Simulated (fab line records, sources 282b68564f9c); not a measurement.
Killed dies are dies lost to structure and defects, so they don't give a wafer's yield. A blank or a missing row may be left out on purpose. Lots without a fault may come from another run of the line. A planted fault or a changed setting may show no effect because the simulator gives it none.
A struck lot beside a sound one | flow rit_cmos | 45 steps out of a route of 202
Sound: wafers L632.1, L632.5, L632.6. Struck: wafers L641.3, L641.5, L641.6. The cause comes at the end.
At each step with rows: each side's tool, then ch and its chambers, then its first start. Under that, the readings that differ: sound wafers | struck wafers | difference of the means | sigmas: that difference in standard deviations of wafers without a fault.
alike: readings whose means differ by less than 2 such deviations, and words and numbers that are the same on both sides. not compared: withheld readings, readings that some wafer has no value for, bounds like >300 that may hide the same value, and numbers for which the record gives no deviation and whose values overlap.
The two part at a step that has a row with sigmas, a row that says differs or no value, or rows on one side only. Numbers that don't overlap but have no deviation are shown without sigmas and don't part them. A reading that every wafer of one side lacks parts them only if that side has two wafers or more.

first, 1 step without rows for these wafers: RIT_ACTIVE_DEVELOP_10 (develop time 50 s).
RIT_ACTIVE_CD_MEAS_11: target cd 1400 nm.
  sound on cd_sem-01, day 3 04:18; struck on cd_sem-01, day 4 22:43
  alike: cd_nm
then, 1 step without rows for these wafers: RIT_ACTIVE_HARDBAKE_12 (time 60 s).
RIT_ACTIVE_ETCH_13: etches Si3N4 in SF6, stops on SiO2, time 210 s, target depth 210 nm.
  sound on rie_diel-03 ch 0,1,3, day 3 04:34; struck on rie_diel-02 ch 1,2, day 4 22:56
  alike: chamber_pressure_mTorr, drypump_motor_current_A, oes_product_au, throttle_valve_pct
  not compared: rf_hours_counter_h
RIT_ACTIVE_STRIP_14: strips in O2, time 180 s.
  sound on plasma_asher-04 ch 0,1, day 3 04:42; struck on plasma_asher-01 ch 0,1, day 4 23:08
  alike: chamber_pressure_mTorr, drypump_motor_current_A, o2_flow_sccm
  not compared: rf_hours_counter_h
RIT_ACTIVE_CD_MEAS_90: target cd 1400 nm.
  sound on cd_sem-02, day 3 04:53; struck on cd_sem-02, day 4 23:17
  alike: cd_nm
then, 4 steps without rows for these wafers: RIT_ACTIVE_CLEAN_15 (cleans in SC1, time 600 s); RIT_ACTIVE_CLEAN_16 (cleans in dHF, time 29.33 s); RIT_ACTIVE_CLEAN_17 (cleans in SC2, time 600 s); RIT_FOX1_OXIDATION_00 (target thk 350.7 nm, ox time 1130 s).
RIT_FOX1_THK_MEAS_01:
  sound on film_metro-03, day 3 06:55; struck on film_metro-01, day 5 02:23
  alike: FOX1_OXIDE_THK
then, 1 step without rows for these wafers: RIT_FOX1_WET_ETCH_02 (etches SiO2 in BOE, target depth 350 nm, time 390 s).
RIT_FOX2_OXIDATION_00: target thk 350.7 nm, ox time 1130 s.
  sound on furnace-02 ch 0, day 3 07:12; struck on furnace-02 ch 0, day 5 03:52
  reading                                     | sound             | struck               | difference | sigmas
  ox_time_s (s)                               | 1130 1130 1130    | 1028.3 1028.3 1028.3 | -101.7     |
  model.SiO2_of_FOX2_OXIDATION_00.thk_nm (nm) | 340.2 333.2 334.6 | 321.7 320 319.9      | -15.5      |
  alike: zone_power_source_pct
RIT_FOX2_THK_MEAS_01:
  sound on film_metro-02, day 3 08:31; struck on film_metro-02, day 5 05:12
  reading             | sound       | struck      | difference | sigmas
  FOX2_OXIDE_THK (nm) | 340 333 335 | 322 320 320 | -15        | -2
then, 2 steps without rows for these wafers: RIT_FOX2_CLEAN_02 (cleans in dHF, time 180 s); RIT_FOX2_WET_ETCH_03 (etches Si3N4 in H3PO4, target depth 195 nm, time 2700 s).
RIT_FOX2_THK_MEAS_90:
  sound on film_metro-02, day 3 10:09; struck on film_metro-04, day 5 06:05
  reading                     | sound       | struck      | difference | sigmas
  FIELD_OXIDE_LEFT_1_THK (nm) | 312 306 307 | 294 293 293 | -15        | -2
then, 6 steps without rows for these wafers: RIT_NWELL_HMDS_00 (prime time 60 s); RIT_NWELL_COAT_01 (resist thk 1300 nm); RIT_NWELL_SOFTBAKE_02 (time 60 s); RIT_NWELL_EXPOSE_03 (exposes mask M2, target cd 43900 nm); RIT_NWELL_PEB_04; RIT_NWELL_DEVELOP_05 (develop time 68 s).
RIT_NWELL_OVL_MEAS_06:
  sound on overlay-02, day 3 11:13; struck on overlay-01, day 5 07:08
  alike: NWELL_OVL
then, 2 steps without rows for these wafers: RIT_NWELL_HARDBAKE_07 (time 120 s); RIT_NWELL_IMPLANT_08.
RIT_NWELL_STRIP_09: strips in O2, time 180 s.
  sound on plasma_asher-04 ch 0,1, day 3 11:50; struck on plasma_asher-01 ch 0,1, day 5 07:37
  reading             | sound          | struck         | difference | sigmas
  o2_flow_sccm (sccm) | 4026 3998 4018 | 3989 3987 3994 | -24        | -2
  alike: chamber_pressure_mTorr, drypump_motor_current_A
  not compared: rf_hours_counter_h
RIT_NWELL_TW_MEAS_10:
  sound on film_metro-02, day 3 12:01; struck on film_metro-04, day 5 07:46
  alike: NWELL_TW
then, 6 steps without rows for these wafers: RIT_PWELL_HMDS_00 (prime time 60 s); RIT_PWELL_COAT_01 (resist thk 1300 nm); RIT_PWELL_SOFTBAKE_02 (time 60 s); RIT_PWELL_EXPOSE_03 (exposes mask M3, target cd 43700 nm); RIT_PWELL_PEB_04; RIT_PWELL_DEVELOP_05 (develop time 68 s).
RIT_PWELL_OVL_MEAS_06:
  sound on overlay-01, day 3 12:57; struck on overlay-01, day 5 08:49
  alike: PWELL_OVL
then, 2 steps without rows for these wafers: RIT_PWELL_HARDBAKE_07 (time 120 s); RIT_PWELL_IMPLANT_08.
RIT_PWELL_STRIP_09: strips in O2, time 180 s.
  sound on plasma_asher-03 ch 0,1, day 3 13:23; struck on plasma_asher-01 ch 0,1, day 5 09:18
  alike: chamber_pressure_mTorr, drypump_motor_current_A, o2_flow_sccm
  not compared: rf_hours_counter_h
RIT_PWELL_TW_MEAS_10:
  sound on film_metro-04, day 3 13:34; struck on film_metro-02, day 5 09:26
  alike: PWELL_TW
then, 1 step without rows for these wafers: RIT_WELLDRIVE_ANNEAL_00 (time 14700 s).
RIT_WELLDRIVE_RS_MEAS_01: measures by four-point-probe.
  sound on film_metro-02, day 3 18:43; struck on film_metro-01, day 5 15:37
  alike: NWELL_RS
RIT_WELLDRIVE_RS_MEAS_02: measures by four-point-probe.
  sound on film_metro-02, day 3 18:50; struck on film_metro-01, day 5 15:44
  alike: PWELL_RS
RIT_FOX2_THK_MEAS_91:
  sound on film_metro-04, day 3 23:02; struck on film_metro-04, day 5 19:31
  reading                     | sound       | struck      | difference | sigmas
  FIELD_OXIDE_LEFT_2_THK (nm) | 244 238 239 | 226 225 225 | -15        | -2
RIT_SILICIDE_WET_ETCH_00: etches SiO2 in BOE, target depth 14 nm, time 15 s.
  sound on wet_bench-02 ch 1, day 4 18:14; struck on wet_bench-03 ch 2, day 6 18:19
  reading                                     | sound             | struck          | difference | sigmas
  model.SiO2_of_FOX2_OXIDATION_00.thk_nm (nm) | 138.9 134.8 133.2 | 122.5 120 120.7 | -14.6      |
RIT_M1_PROBE_99:
  sound on prober-02, day 5 03:59; struck on prober-01, day 7 03:17
  reading                               | sound                   | struck                | difference | sigmas
  model.etest.field_n.vt_v (V)          | 33.34 32.45 32.58       | 30.91 30.6 30.71      | -2.05      |
  model.etest.field_p_metal.vt_v (V)    | -27.8 -29.93 -28.67     | -30.98 -31.23 -32.03  | -2.61      |
  model.etest.iso_nwell_nwell.bv_v (V)  | 21.89 21.84 22.05       | 21.61 21.5 21.74      | -0.31      |
  model.etest.pmos_narrow.vt_less_v (V) | 0.02121 0.02624 0.02006 | 0.0199 0.0177 0.01825 | -0.0039    |
  alike: killed_at_contacts, killed_at_front_end, killed_dies, killed_open, killed_short
  not compared: model.etest.poly_comb_over_steps.leak_log10_a_um

WHERE THEY PART
First at RIT_FOX2_THK_MEAS_01; last, within this record, at RIT_FOX2_THK_MEAS_91. Later steps at which nothing parts them and some readings are alike: RIT_M1_PROBE_99.

WHY: what the simulator had put in
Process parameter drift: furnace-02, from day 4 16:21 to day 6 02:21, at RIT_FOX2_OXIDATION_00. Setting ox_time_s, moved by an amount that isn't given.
